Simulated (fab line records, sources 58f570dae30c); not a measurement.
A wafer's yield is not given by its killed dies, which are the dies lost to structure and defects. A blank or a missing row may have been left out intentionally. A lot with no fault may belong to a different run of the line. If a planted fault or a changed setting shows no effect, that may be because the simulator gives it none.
fab line records || flow berkeleyCmos170
record: {"lots": 6, "wafers": 18, "lastDay": 13}
route steps=331 shown CONTACT@218
lots with no fault: from the same line, run without faults
startH: the number of hours between the record's first day and the start of the first shown wafer of the lot || waitH: time in hours since the lot's previous step || " unchanged from the row above || L1.1+2: a row that stands for several wafers || - no value, or no start given || * or withheld: withheld || < > ~ a bound
route shown NAME@n: a module of which the file shows steps, and the number in the route of the first || usual: mean/standard deviation taken from wafers without a fault || same: alike in all rows || chamber/n: place in a boat || sites: readings site by site || _std_site: the values' standard deviation || _edge_site: inner sites' mean taken away from outer sites' mean || radiusMm: for every site, how far away it sits from the centre of the wafer || mask NAME#n: copy n || behind: the last tool/chamber to shape the wafer || hold: why the lot was held/for how many hours/how that ended || device: which transistor (n, p or np) failed to switch || end of line: the route-end tests of the same wafers || step lacking rows: just its recipe || killed: dies lost to structure and defects at the first sort, not the wafer's yield || map: per-die view of a wafer (x killed, . not killed, _ where there is no die)
set.NAME: the setting that was run; set.NAME@STEP: the one run at that earlier step || model.NAME: the simulator's own value behind a step, which no gauge read
lots at selected steps of the route; one table per step, one row per wafer
services: the hour from which a tool's chamber was out of use, counted from the record's first day as startH (under 0 if before that day), plus the number of hours and why
== steps ==
step: UCB170_CONTACT_THK_MEAS_02
recipe: {"reads": "PSG_of_CONTACT_CVD_01"}
usual: {"CONTACT_PSG_THK": "700/6.1"}
{"lot.wafer": "L468.2", "tool": "filmMetro-03", "chamber": "-", "startH": 215.81, "waitH": 0.1, "CONTACT_PSG_THK[nm]": 701}
{"lot.wafer": "L468.3", "tool": "filmMetro-03", "chamber": "-", "startH": 215.81, "waitH": 0.1, "CONTACT_PSG_THK[nm]": 710}
{"lot.wafer": "L468.5", "tool": "filmMetro-03", "chamber": "-", "startH": 215.81, "waitH": 0.1, "CONTACT_PSG_THK[nm]": 701}
{"lot.wafer": "L463.3", "tool": "filmMetro-01", "chamber": "-", "startH": 215.82, "waitH": 0.1, "CONTACT_PSG_THK[nm]": 704}
{"lot.wafer": "L463.4", "tool": "filmMetro-01", "chamber": "-", "startH": 215.82, "waitH": 0.1, "CONTACT_PSG_THK[nm]": 699}
{"lot.wafer": "L463.5", "tool": "filmMetro-01", "chamber": "-", "startH": 215.82, "waitH": 0.1, "CONTACT_PSG_THK[nm]": 697}
{"lot.wafer": "L469.1", "tool": "filmMetro-01", "chamber": "-", "startH": 244.01, "waitH": 0.0, "CONTACT_PSG_THK[nm]": 694}
{"lot.wafer": "L469.2", "tool": "filmMetro-01", "chamber": "-", "startH": 244.01, "waitH": 0.0, "CONTACT_PSG_THK[nm]": 696}
{"lot.wafer": "L469.5", "tool": "filmMetro-01", "chamber": "-", "startH": 244.01, "waitH": 0.0, "CONTACT_PSG_THK[nm]": 692}
{"lot.wafer": "L474.2", "tool": "filmMetro-04", "chamber": "-", "startH": 256.30, "waitH": 0.0, "CONTACT_PSG_THK[nm]": 706}
{"lot.wafer": "L474.3", "tool": "filmMetro-04", "chamber": "-", "startH": 256.30, "waitH": 0.0, "CONTACT_PSG_THK[nm]": 693}
{"lot.wafer": "L474.4", "tool": "filmMetro-04", "chamber": "-", "startH": 256.30, "waitH": 0.0, "CONTACT_PSG_THK[nm]": 699}
{"lot.wafer": "L476.1", "tool": "filmMetro-03", "chamber": "-", "startH": 282.14, "waitH": 0.0, "CONTACT_PSG_THK[nm]": 699}
{"lot.wafer": "L476.4", "tool": "filmMetro-03", "chamber": "-", "startH": 282.14, "waitH": 0.0, "CONTACT_PSG_THK[nm]": 700}
{"lot.wafer": "L476.6", "tool": "filmMetro-03", "chamber": "-", "startH": 282.14, "waitH": 0.0, "CONTACT_PSG_THK[nm]": 700}
{"lot.wafer": "L477.2", "tool": "filmMetro-04", "chamber": "-", "startH": 282.15, "waitH": 0.0, "CONTACT_PSG_THK[nm]": 693}
{"lot.wafer": "L477.3", "tool": "filmMetro-04", "chamber": "-", "startH": 282.15, "waitH": 0.0, "CONTACT_PSG_THK[nm]": 691}
{"lot.wafer": "L477.5", "tool": "filmMetro-04", "chamber": "-", "startH": 282.15, "waitH": 0.0, "CONTACT_PSG_THK[nm]": 690}
step: UCB170_CONTACT_HMDS_03
recipe: {"primeTimeS": 60, "primeTempC": 100}
step: UCB170_CONTACT_COAT_04
recipe: {"resist": "KrF", "spinRpm": 1500, "resistThkNm": 900}
step: UCB170_CONTACT_SOFTBAKE_05
recipe: {"resist": "KrF", "tempC": 130, "timeS": 60}
step: UCB170_CONTACT_STRIP_06
recipe: {"chemistry": "O2", "powerW": 400, "pressureMtorr": 3500, "platenTempC": "withheld", "o2FlowSccm": 400, "overashFraction": 0.5}
usual: {"drypumpMotorCurrentA": "5.8/0.67", "oesProductAu": "0.734/0.0042", "stripTimeToEndpointS": "22.01/0.069"}
same: {"overashFraction": 0.5}
{"lot.wafer": "L468.2", "tool": "plasmaAsher-03", "chamber": 1, "startH": 216.70, "waitH": 0.1, "drypumpMotorCurrentA": 5.5, "oesProductAu": 0.733, "rfHoursCounterH": 10, "stripTimeToEndpointS": 21.92}
{"lot.wafer": "L468.3", "tool": "plasmaAsher-03", "chamber": 0, "startH": 216.70, "waitH": 0.1, "drypumpMotorCurrentA": 5.5, "oesProductAu": 0.732, "rfHoursCounterH": "-", "stripTimeToEndpointS": 21.94}
{"lot.wafer": "L468.5", "tool": "plasmaAsher-03", "chamber": 0, "startH": 216.70, "waitH": 0.1, "drypumpMotorCurrentA": 5.5, "oesProductAu": 0.730, "rfHoursCounterH": "-", "stripTimeToEndpointS": 21.99}
{"lot.wafer": "L463.3", "tool": "plasmaAsher-04", "chamber": 0, "startH": 216.74, "waitH": 0.1, "drypumpMotorCurrentA": 6.5, "oesProductAu": 0.740, "rfHoursCounterH": "-", "stripTimeToEndpointS": 21.98}
{"lot.wafer": "L463.4", "tool": "plasmaAsher-04", "chamber": 1, "startH": 216.74, "waitH": 0.1, "drypumpMotorCurrentA": 6.7, "oesProductAu": 0.735, "rfHoursCounterH": "-", "stripTimeToEndpointS": 21.99}
{"lot.wafer": "L463.5", "tool": "plasmaAsher-04", "chamber": 1, "startH": 216.74, "waitH": 0.1, "drypumpMotorCurrentA": 6.7, "oesProductAu": 0.736, "rfHoursCounterH": "-", "stripTimeToEndpointS": 21.94}
{"lot.wafer": "L469.1", "tool": "plasmaAsher-02", "chamber": 1, "startH": 244.52, "waitH": 0.1, "drypumpMotorCurrentA": 5.7, "oesProductAu": 0.732, "rfHoursCounterH": 53, "stripTimeToEndpointS": 21.91}
{"lot.wafer": "L469.2", "tool": "plasmaAsher-02", "chamber": 0, "startH": 244.52, "waitH": 0.1, "drypumpMotorCurrentA": 4.7, "oesProductAu": 0.727, "rfHoursCounterH": 53, "stripTimeToEndpointS": 21.96}
{"lot.wafer": "L469.5", "tool": "plasmaAsher-02", "chamber": 1, "startH": 244.52, "waitH": 0.1, "drypumpMotorCurrentA": 5.7, "oesProductAu": 0.735, "rfHoursCounterH": "-", "stripTimeToEndpointS": 21.96}
{"lot.wafer": "L474.2", "tool": "plasmaAsher-02", "chamber": 0, "startH": 256.80, "waitH": 0.1, "drypumpMotorCurrentA": 4.7, "oesProductAu": 0.743, "rfHoursCounterH": 54, "stripTimeToEndpointS": 22.09}
{"lot.wafer": "L474.3", "tool": "plasmaAsher-02", "chamber": 1, "startH": 256.80, "waitH": 0.1, "drypumpMotorCurrentA": 5.7, "oesProductAu": 0.745, "rfHoursCounterH": "-", "stripTimeToEndpointS": 22.09}
{"lot.wafer": "L474.4", "tool": "plasmaAsher-02", "chamber": 0, "startH": 256.80, "waitH": 0.1, "drypumpMotorCurrentA": 4.7, "oesProductAu": 0.730, "rfHoursCounterH": "-", "stripTimeToEndpointS": 22.14}
{"lot.wafer": "L477.2", "tool": "plasmaAsher-04", "chamber": 0, "startH": 282.65, "waitH": 0.1, "drypumpMotorCurrentA": 6.5, "oesProductAu": 0.737, "rfHoursCounterH": 56, "stripTimeToEndpointS": 22.04}
{"lot.wafer": "L477.3", "tool": "plasmaAsher-04", "chamber": 0, "startH": 282.65, "waitH": 0.1, "drypumpMotorCurrentA": 6.6, "oesProductAu": 0.730, "rfHoursCounterH": "-", "stripTimeToEndpointS": 22.05}
{"lot.wafer": "L477.5", "tool": "plasmaAsher-04", "chamber": 0, "startH": 282.65, "waitH": 0.1, "drypumpMotorCurrentA": 6.5, "oesProductAu": 0.735, "rfHoursCounterH": "-", "stripTimeToEndpointS": 22.06}
{"lot.wafer": "L476.1", "tool": "plasmaAsher-04", "chamber": 1, "startH": 282.76, "waitH": 0.1, "drypumpMotorCurrentA": 6.6, "oesProductAu": 0.732, "rfHoursCounterH": 56, "stripTimeToEndpointS": 21.96}
{"lot.wafer": "L476.4", "tool": "plasmaAsher-04", "chamber": 1, "startH": 282.76, "waitH": 0.1, "drypumpMotorCurrentA": 6.7, "oesProductAu": 0.732, "rfHoursCounterH": "-", "stripTimeToEndpointS": 21.98}
{"lot.wafer": "L476.6", "tool": "plasmaAsher-04", "chamber": 1, "startH": 282.76, "waitH": 0.1, "drypumpMotorCurrentA": 6.7, "oesProductAu": 0.734, "rfHoursCounterH": "-", "stripTimeToEndpointS": 22.02}
step: UCB170_CONTACT_CLEAN_07
recipe: {"chemistry": "SPM", "tempC": 120, "timeS": 600}
step: UCB170_CONTACT_RTA_08
recipe: {"tempC": 900, "timeS": 10, "ambient": "N2"}
usual: {"chamberO2Ppm": "1.999/0.021", "lampPowerPct": "23.78/0.23", "wafer_temp_C_max": "905.2/1.2"}
{"lot.wafer": "L468.2", "tool": "rtpAnneal-02", "chamber": 0, "startH": 216.99, "waitH": 0.0, "chamberO2Ppm": 1.965, "lampPowerPct": 24.03, "wafer_temp_C_max": 904.4}
{"lot.wafer": "L468.3", "tool": "rtpAnneal-02", "chamber": 0, "startH": 216.99, "waitH": 0.0, "chamberO2Ppm": 1.996, "lampPowerPct": 24.02, "wafer_temp_C_max": 903.5}
{"lot.wafer": "L468.5", "tool": "rtpAnneal-02", "chamber": 0, "startH": 216.99, "waitH": 0.0, "chamberO2Ppm": 2.014, "lampPowerPct": 24.04, "wafer_temp_C_max": 903.5}
{"lot.wafer": "L463.3", "tool": "rtpAnneal-02", "chamber": 0, "startH": 217.07, "waitH": 0.1, "chamberO2Ppm": 2.000, "lampPowerPct": 24.04, "wafer_temp_C_max": 904.4}
{"lot.wafer": "L463.4", "tool": "rtpAnneal-02", "chamber": 0, "startH": 217.07, "waitH": 0.1, "chamberO2Ppm": 1.964, "lampPowerPct": 24.09, "wafer_temp_C_max": 903.7}
{"lot.wafer": "L463.5", "tool": "rtpAnneal-02", "chamber": 0, "startH": 217.07, "waitH": 0.1, "chamberO2Ppm": 1.964, "lampPowerPct": 23.98, "wafer_temp_C_max": 904.3}
{"lot.wafer": "L469.1", "tool": "rtpAnneal-02", "chamber": 0, "startH": 244.79, "waitH": 0.0, "chamberO2Ppm": 1.931, "lampPowerPct": 24.04, "wafer_temp_C_max": 903.9}
{"lot.wafer": "L469.2", "tool": "rtpAnneal-02", "chamber": 0, "startH": 244.79, "waitH": 0.0, "chamberO2Ppm": 1.996, "lampPowerPct": 24.03, "wafer_temp_C_max": 904.1}
{"lot.wafer": "L469.5", "tool": "rtpAnneal-02", "chamber": 0, "startH": 244.79, "waitH": 0.0, "chamberO2Ppm": 1.989, "lampPowerPct": 24.02, "wafer_temp_C_max": 905.6}
{"lot.wafer": "L474.2", "tool": "rtpAnneal-01", "chamber": 0, "startH": 257.09, "waitH": 0.0, "chamberO2Ppm": 1.995, "lampPowerPct": 23.58, "wafer_temp_C_max": 905.5}
{"lot.wafer": "L474.3", "tool": "rtpAnneal-01", "chamber": 0, "startH": 257.09, "waitH": 0.0, "chamberO2Ppm": 1.991, "lampPowerPct": 23.57, "wafer_temp_C_max": 903.9}
{"lot.wafer": "L474.4", "tool": "rtpAnneal-01", "chamber": 0, "startH": 257.09, "waitH": 0.0, "chamberO2Ppm": 1.982, "lampPowerPct": 23.61, "wafer_temp_C_max": 905.5}
{"lot.wafer": "L477.2", "tool": "rtpAnneal-02", "chamber": 0, "startH": 282.94, "waitH": 0.0, "chamberO2Ppm": 2.033, "lampPowerPct": 24.04, "wafer_temp_C_max": 905.8}
{"lot.wafer": "L477.3", "tool": "rtpAnneal-02", "chamber": 0, "startH": 282.94, "waitH": 0.0, "chamberO2Ppm": 2.003, "lampPowerPct": 24.03, "wafer_temp_C_max": 905.7}
{"lot.wafer": "L477.5", "tool": "rtpAnneal-02", "chamber": 0, "startH": 282.94, "waitH": 0.0, "chamberO2Ppm": 2.008, "lampPowerPct": 24.05, "wafer_temp_C_max": 906.2}
{"lot.wafer": "L476.1", "tool": "rtpAnneal-01", "chamber": 0, "startH": 283.10, "waitH": 0.0, "chamberO2Ppm": 1.977, "lampPowerPct": 23.57, "wafer_temp_C_max": 906.1}
{"lot.wafer": "L476.4", "tool": "rtpAnneal-01", "chamber": 0, "startH": 283.10, "waitH": 0.0, "chamberO2Ppm": 1.972, "lampPowerPct": 23.54, "wafer_temp_C_max": 906.7}
{"lot.wafer": "L476.6", "tool": "rtpAnneal-01", "chamber": 0, "startH": 283.10, "waitH": 0.0, "chamberO2Ppm": 1.967, "lampPowerPct": 23.60, "wafer_temp_C_max": 906.5}
step: UCB170_CONTACT_COAT_09
recipe: {"resist": "BARC", "tempC": "withheld", "timeS": "withheld", "spinRpm": 3000, "resistThkNm": "withheld"}
step: UCB170_CONTACT_COAT_10
recipe: {"resist": "KrF", "spinRpm": 1500, "resistThkNm": 900}
step: UCB170_CONTACT_SOFTBAKE_11
recipe: {"resist": "KrF", "tempC": 130, "timeS": 60}
step: UCB170_CONTACT_EXPOSE_12
recipe: {"maskId": "CONT", "targetCdNm": 700, "na": 0.5, "sigmaOuter": 0.6, "sourceShape": "conventional", "doseMj": 35}
step: UCB170_CONTACT_PEB_13
recipe: {"pebTempC": 130, "pebTimeS": "withheld", "resist": "KrF"}
usual: {"plateSensorTCentreC": "131.41/0.011", "plateSensorTEdgeC": "131.53/0.011"}
{"lot.wafer": "L468.2", "tool": "lithoTrack-01", "chamber": 0, "startH": 219.08, "waitH": 0.7, "plateSensorTCentreC": 131.41, "plateSensorTEdgeC": 131.51}
{"lot.wafer": "L468.3", "tool": "lithoTrack-01", "chamber": 0, "startH": 219.08, "waitH": 0.7, "plateSensorTCentreC": 131.41, "plateSensorTEdgeC": 131.53}
{"lot.wafer": "L468.5", "tool": "lithoTrack-01", "chamber": 0, "startH": 219.08, "waitH": 0.7, "plateSensorTCentreC": 131.4, "plateSensorTEdgeC": 131.52}
{"lot.wafer": "L463.3", "tool": "lithoTrack-01", "chamber": 0, "startH": 219.38, "waitH": 0.5, "plateSensorTCentreC": 131.43, "plateSensorTEdgeC": 131.54}
{"lot.wafer": "L463.4", "tool": "lithoTrack-01", "chamber": 0, "startH": 219.38, "waitH": 0.5, "plateSensorTCentreC": 131.41, "plateSensorTEdgeC": 131.54}
{"lot.wafer": "L463.5", "tool": "lithoTrack-01", "chamber": 0, "startH": 219.38, "waitH": 0.5, "plateSensorTCentreC": 131.4, "plateSensorTEdgeC": 131.53}
{"lot.wafer": "L469.1", "tool": "lithoTrack-01", "chamber": 0, "startH": 245.75, "waitH": 0.3, "plateSensorTCentreC": 131.4, "plateSensorTEdgeC": 131.52}
{"lot.wafer": "L469.2", "tool": "lithoTrack-01", "chamber": 0, "startH": 245.75, "waitH": 0.3, "plateSensorTCentreC": 131.4, "plateSensorTEdgeC": 131.54}
{"lot.wafer": "L469.5", "tool": "lithoTrack-01", "chamber": 0, "startH": 245.75, "waitH": 0.3, "plateSensorTCentreC": 131.41, "plateSensorTEdgeC": 131.53}
{"lot.wafer": "L474.2", "tool": "lithoTrack-02", "chamber": 0, "startH": 258.16, "waitH": 0.1, "plateSensorTCentreC": 131.39, "plateSensorTEdgeC": 131.54}
{"lot.wafer": "L474.3", "tool": "lithoTrack-02", "chamber": 0, "startH": 258.16, "waitH": 0.1, "plateSensorTCentreC": 131.4, "plateSensorTEdgeC": 131.52}
{"lot.wafer": "L474.4", "tool": "lithoTrack-02", "chamber": 0, "startH": 258.16, "waitH": 0.1, "plateSensorTCentreC": 131.43, "plateSensorTEdgeC": 131.53}
{"lot.wafer": "L476.1", "tool": "lithoTrack-01", "chamber": 0, "startH": 283.90, "waitH": 0.2, "plateSensorTCentreC": 131.4, "plateSensorTEdgeC": 131.56}
{"lot.wafer": "L476.4", "tool": "lithoTrack-01", "chamber": 0, "startH": 283.90, "waitH": 0.2, "plateSensorTCentreC": 131.41, "plateSensorTEdgeC": 131.53}
{"lot.wafer": "L476.6", "tool": "lithoTrack-01", "chamber": 0, "startH": 283.90, "waitH": 0.2, "plateSensorTCentreC": 131.42, "plateSensorTEdgeC": 131.53}
{"lot.wafer": "L477.2", "tool": "lithoTrack-02", "chamber": 0, "startH": 283.92, "waitH": 0.3, "plateSensorTCentreC": 131.41, "plateSensorTEdgeC": 131.54}
{"lot.wafer": "L477.3", "tool": "lithoTrack-02", "chamber": 0, "startH": 283.92, "waitH": 0.3, "plateSensorTCentreC": 131.42, "plateSensorTEdgeC": 131.54}
{"lot.wafer": "L477.5", "tool": "lithoTrack-02", "chamber": 0, "startH": 283.92, "waitH": 0.3, "plateSensorTCentreC": 131.41, "plateSensorTEdgeC": 131.53}
step: UCB170_CONTACT_DEVELOP_14
recipe: {"developer": "TMAH", "developTimeS": 45, "resist": "KrF", "devTempC": 21}
usual: {"chillPlateTempC": "22.99/0.12", "developTimeS": "45/0"}
{"lot.wafer": "L468.2", "tool": "lithoTrack-01", "chamber": "-", "startH": 219, "waitH": "-", "chillPlateTempC": "-", "developTimeS": "-", "model.KrF_of_CONTACT_COAT_10.thkNm": 903.6}
{"lot.wafer": "L468.3", "tool": "lithoTrack-01", "chamber": "-", "startH": 219, "waitH": "-", "chillPlateTempC": "-", "developTimeS": "-", "model.KrF_of_CONTACT_COAT_10.thkNm": 903.5}
{"lot.wafer": "L468.5", "tool": "lithoTrack-01", "chamber": "-", "startH": 219, "waitH": "-", "chillPlateTempC": "-", "developTimeS": "-", "model.KrF_of_CONTACT_COAT_10.thkNm": 903.3}
{"lot.wafer": "L463.3", "tool": "lithoTrack-01", "chamber": "-", "startH": 219, "waitH": "-", "chillPlateTempC": "-", "developTimeS": "-", "model.KrF_of_CONTACT_COAT_10.thkNm": 897.9}
{"lot.wafer": "L463.4", "tool": "lithoTrack-01", "chamber": "-", "startH": 219, "waitH": "-", "chillPlateTempC": "-", "developTimeS": "-", "model.KrF_of_CONTACT_COAT_10.thkNm": 898.8}
{"lot.wafer": "L463.5", "tool": "lithoTrack-01", "chamber": "-", "startH": 219, "waitH": "-", "chillPlateTempC": "-", "developTimeS": "-", "model.KrF_of_CONTACT_COAT_10.thkNm": 899.1}
{"lot.wafer": "L469.1", "tool": "lithoTrack-01", "chamber": 0, "startH": 245, "waitH": "-", "chillPlateTempC": 23.09, "developTimeS": 45, "model.KrF_of_CONTACT_COAT_10.thkNm": 885}
{"lot.wafer": "L469.2", "tool": "lithoTrack-01", "chamber": 0, "startH": 245, "waitH": "-", "chillPlateTempC": 23.19, "developTimeS": 45, "model.KrF_of_CONTACT_COAT_10.thkNm": 885.9}
{"lot.wafer": "L469.5", "tool": "lithoTrack-01", "chamber": 0, "startH": 245, "waitH": "-", "chillPlateTempC": 23.01, "developTimeS": 45, "model.KrF_of_CONTACT_COAT_10.thkNm": 883.3}
{"lot.wafer": "L474.2", "tool": "lithoTrack-02", "chamber": 0, "startH": 258, "waitH": "-", "chillPlateTempC": 23.17, "developTimeS": 45, "model.KrF_of_CONTACT_COAT_10.thkNm": 887.6}
{"lot.wafer": "L474.3", "tool": "lithoTrack-02", "chamber": 0, "startH": 258, "waitH": "-", "chillPlateTempC": 22.96, "developTimeS": 45, "model.KrF_of_CONTACT_COAT_10.thkNm": 888.1}
{"lot.wafer": "L474.4", "tool": "lithoTrack-02", "chamber": 0, "startH": 258, "waitH": "-", "chillPlateTempC": 22.90, "developTimeS": 45, "model.KrF_of_CONTACT_COAT_10.thkNm": 888.2}
{"lot.wafer": "L476.1", "tool": "lithoTrack-01", "chamber": 0, "startH": 284, "waitH": "-", "chillPlateTempC": 22.94, "developTimeS": 45, "model.KrF_of_CONTACT_COAT_10.thkNm": 888.4}
{"lot.wafer": "L476.4", "tool": "lithoTrack-01", "chamber": 0, "startH": 284, "waitH": "-", "chillPlateTempC": 22.93, "developTimeS": 45, "model.KrF_of_CONTACT_COAT_10.thkNm": 889.8}
{"lot.wafer": "L476.6", "tool": "lithoTrack-01", "chamber": 0, "startH": 284, "waitH": "-", "chillPlateTempC": 23.07, "developTimeS": 45, "model.KrF_of_CONTACT_COAT_10.thkNm": 891.6}
{"lot.wafer": "L477.2", "tool": "lithoTrack-02", "chamber": 0, "startH": 284, "waitH": "-", "chillPlateTempC": 22.86, "developTimeS": 45, "model.KrF_of_CONTACT_COAT_10.thkNm": 885.5}
{"lot.wafer": "L477.3", "tool": "lithoTrack-02", "chamber": 0, "startH": 284, "waitH": "-", "chillPlateTempC": 22.91, "developTimeS": 45, "model.KrF_of_CONTACT_COAT_10.thkNm": 886.7}
{"lot.wafer": "L477.5", "tool": "lithoTrack-02", "chamber": 0, "startH": 284, "waitH": "-", "chillPlateTempC": 22.99, "developTimeS": 45, "model.KrF_of_CONTACT_COAT_10.thkNm": 882.3}
step: UCB170_CONTACT_CD_MEAS_15
recipe: {"targetCdNm": 700}
usual: {"cdNm": "699.8/1.4"}
{"lot.wafer": "L468.2", "tool": "cdSem-02", "chamber": "-", "startH": 219.35, "waitH": "-", "cdNm": "-"}
{"lot.wafer": "L468.3", "tool": "cdSem-02", "chamber": "-", "startH": 219.35, "waitH": "-", "cdNm": "-"}
{"lot.wafer": "L468.5", "tool": "cdSem-02", "chamber": "-", "startH": 219.35, "waitH": "-", "cdNm": "-"}
{"lot.wafer": "L463.3", "tool": "cdSem-01", "chamber": "-", "startH": 219.73, "waitH": "-", "cdNm": "-"}
{"lot.wafer": "L463.4", "tool": "cdSem-01", "chamber": "-", "startH": 219.73, "waitH": "-", "cdNm": "-"}
{"lot.wafer": "L463.5", "tool": "cdSem-01", "chamber": "-", "startH": 219.73, "waitH": "-", "cdNm": "-"}
{"lot.wafer": "L469.1", "tool": "cdSem-01", "chamber": "-", "startH": 246.03, "waitH": "-", "cdNm": 699.3}
{"lot.wafer": "L469.2", "tool": "cdSem-01", "chamber": "-", "startH": 246.03, "waitH": "-", "cdNm": 699.7}
{"lot.wafer": "L469.5", "tool": "cdSem-01", "chamber": "-", "startH": 246.03, "waitH": "-", "cdNm": 699.2}
{"lot.wafer": "L474.2", "tool": "cdSem-02", "chamber": "-", "startH": 258.43, "waitH": "-", "cdNm": 699.0}
{"lot.wafer": "L474.3", "tool": "cdSem-02", "chamber": "-", "startH": 258.43, "waitH": "-", "cdNm": 698.1}
{"lot.wafer": "L474.4", "tool": "cdSem-02", "chamber": "-", "startH": 258.43, "waitH": "-", "cdNm": 698.1}
{"lot.wafer": "L476.1", "tool": "cdSem-02", "chamber": "-", "startH": 284.17, "waitH": "-", "cdNm": 701.5}
{"lot.wafer": "L476.4", "tool": "cdSem-02", "chamber": "-", "startH": 284.17, "waitH": "-", "cdNm": 700.9}
{"lot.wafer": "L476.6", "tool": "cdSem-02", "chamber": "-", "startH": 284.17, "waitH": "-", "cdNm": 699.5}
{"lot.wafer": "L477.2", "tool": "cdSem-01", "chamber": "-", "startH": 284.19, "waitH": "-", "cdNm": 698.2}
{"lot.wafer": "L477.3", "tool": "cdSem-01", "chamber": "-", "startH": 284.19, "waitH": "-", "cdNm": 698.8}
{"lot.wafer": "L477.5", "tool": "cdSem-01", "chamber": "-", "startH": 284.19, "waitH": "-", "cdNm": 700.4}
== services ==
{"tool": "plasmaAsher-04", "chamber": "-", "startH": 202.83, "hours": 3.1, "kind": "repair"}
{"tool": "plasmaAsher-02", "chamber": "-", "startH": 218.78, "hours": 3.2, "kind": "repair"}
{"tool": "plasmaAsher-04", "chamber": "-", "startH": 238.91, "hours": 6.1, "kind": "repair"}
{"tool": "plasmaAsher-03", "chamber": "-", "startH": 282.71, "hours": 4.3, "kind": "repair"}
== key ==
firstSign: {"step": "UCB170_CONTACT_DEVELOP_14", "reading": "toolRecord", "direction": "missing"}
effect none on later readings
modelEffect: {"step": "UCB170_CONTACT_DEVELOP_14", "value": "KrF_of_CONTACT_COAT_10.thkNm", "without": 886.8, "struck": 901}
metAt UCB170_CONTACT_DEVELOP_14
struckWafers L463.3,L463.4,L463.5,L468.2,L468.3,L468.5
laterRowsLeftOut L463.3,L463.4,L463.5,L468.2,L468.3,L468.5
sortLeftOut L463.3,L463.4,L463.5,L468.2,L468.3,L468.5
testerLeftOut L463,L468
fault: {"kind": "skippedStepWhole", "tool": "lithoTrack-01", "chamber": "-", "onsetH": 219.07, "steps": "UCB170_CONTACT_DEVELOP_14", "scope": "struckLotsOnly"}
testerLeftOut: of these lots the tester's yield and bins aren't shown, on N5 and GAA mostly nor the transistor test; their killed dies are dies lost to structure and defects alone, not to doping, threshold or leakage, so they don't give the yield
sortLeftOut: the simulated sort isn't trusted on such a fault, so these wafers' sort isn't shown, and their yield isn't known
laterRowsLeftOut: the simulator's readings of these wafers behind a module that went badly wrong aren't trusted and aren't shown, but for the sort
